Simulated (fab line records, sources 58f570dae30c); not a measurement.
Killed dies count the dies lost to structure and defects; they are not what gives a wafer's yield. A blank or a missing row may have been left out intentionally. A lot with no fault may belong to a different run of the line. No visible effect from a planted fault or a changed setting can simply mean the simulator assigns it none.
Which tool did it? + flow berkeleyCmos170 + 14 lots with 42 wafers sampled at 2 steps, on a route of 331 steps

== WHAT EACH GAUGE READ, for each wafer ==
UCB170_SDANNEAL_RS_MEAS_05: measurement is done with a four-point probe. Usual: NLDD_RS 615.9 ohm/sq, standard deviation 1.5.
| lot  | measured     | on           | NLDD_RS (ohm/sq)  | flag |
|------|--------------|--------------|-------------------|------|
| L212 | day 8 08:37  | filmMetro-02 | 615.5 618.1 616.4 |      |
| L211 | day 8 09:20  | filmMetro-04 | 615.8 613.7 613.8 |      |
| L213 | day 8 21:42  | filmMetro-02 | 619.0 615.5 618.9 |      |
| L214 | day 8 22:11  | filmMetro-01 | 614.0 614.6 615.0 |      |
| L216 | day 9 14:58  | filmMetro-04 | 614.5 613.6 613.7 |      |
| L218 | day 9 15:05  | filmMetro-01 | 614.9 616.5 617.4 |      |
| L220 | day 10 10:14 | filmMetro-01 | 617.3 618.1 617.8 |      |
| L224 | day 11 03:35 | filmMetro-02 | 615.9 616.6 617.2 |      |
| L228 | day 12 07:04 | filmMetro-04 | 615.9 615.0 614.3 |      |
| L229 | day 12 08:38 | filmMetro-02 | 616.6 615.9 617.5 |      |
| L230 | day 12 09:06 | filmMetro-01 | 615.8 615.8 616.2 |      |
| L231 | day 14 00:19 | filmMetro-02 | 617.3 615.5 614.4 |      |
| L232 | day 14 00:50 | filmMetro-02 | 615.8 616.4 617.1 |      |
| L233 | day 14 08:55 | filmMetro-02 | 616.8 615.8 618.0 |      |

UCB170_CONTACT_OVL_MEAS_16. Usual: CONTACT_OVL -4 nm, standard deviation 4.8.
| lot  | measured     | on         | CONTACT_OVL (nm) | flag |
|------|--------------|------------|------------------|------|
| L212 | day 8 12:59  | overlay-02 | -5 -8 -9         |      |
| L211 | day 8 15:15  | overlay-01 | -5 -8 -7         |      |
| L213 | day 9 03:22  | overlay-02 | -13 -7 -5        |      |
| L214 | day 9 03:54  | overlay-02 | 5 -2 5           |      |
| L216 | day 9 20:09  | overlay-01 | 4 -2 -3          |      |
| L218 | day 9 19:53  | overlay-01 | -2 -6 -2         |      |
| L220 | day 10 16:39 | overlay-02 | 9 7 0            |      |
| L224 | day 11 10:05 | overlay-01 | -9 1 -3          |      |
| L228 | day 12 12:52 | overlay-02 | -3 -6 -8         |      |
| L229 | day 12 14:10 | overlay-02 | -4 -1 0          |      |
| L230 | day 12 14:53 | overlay-02 | -6 -3 -7         |      |
| L231 | day 14 06:16 | overlay-02 | -5 0 0           |      |
| L232 | day 14 06:28 | overlay-01 | -1 -7 -4         |      |
| L233 | day 14 16:47 | overlay-01 | 4 7 1            |      |

== WHAT TOOL EACH LOT RAN ON (gives the tool, then ch and the chambers of the sampled wafers, and finally the start) ==
There is no process step in the record ahead of these readings.

== AS READ BY THE TOOLS THEMSELVES (means over the sampled wafers that have a number; for cases with no such wafer, the mark the record gives instead) ==
The record holds no such reading with a usual standard deviation.

== THE ANSWER, worked out from the rows above alone ==
Rule: a lot is off if the mean of its wafers that have a number lies more than 3 standard deviations from the usual mean. A lot without any number at a reading at which 4 lots or more have one is off too. All remaining lots with rows at the step are treated as sound. First the gauges in route order, then the tools' own readings, where a lot's mean is used as printed above. At the first step where some lot is off, the reading lying furthest off is the one used; lots without a number count as furthest.
Nothing can be told from this: no lot is off at any reading shown.

== WHAT THE SIMULATOR HAD INSERTED ==
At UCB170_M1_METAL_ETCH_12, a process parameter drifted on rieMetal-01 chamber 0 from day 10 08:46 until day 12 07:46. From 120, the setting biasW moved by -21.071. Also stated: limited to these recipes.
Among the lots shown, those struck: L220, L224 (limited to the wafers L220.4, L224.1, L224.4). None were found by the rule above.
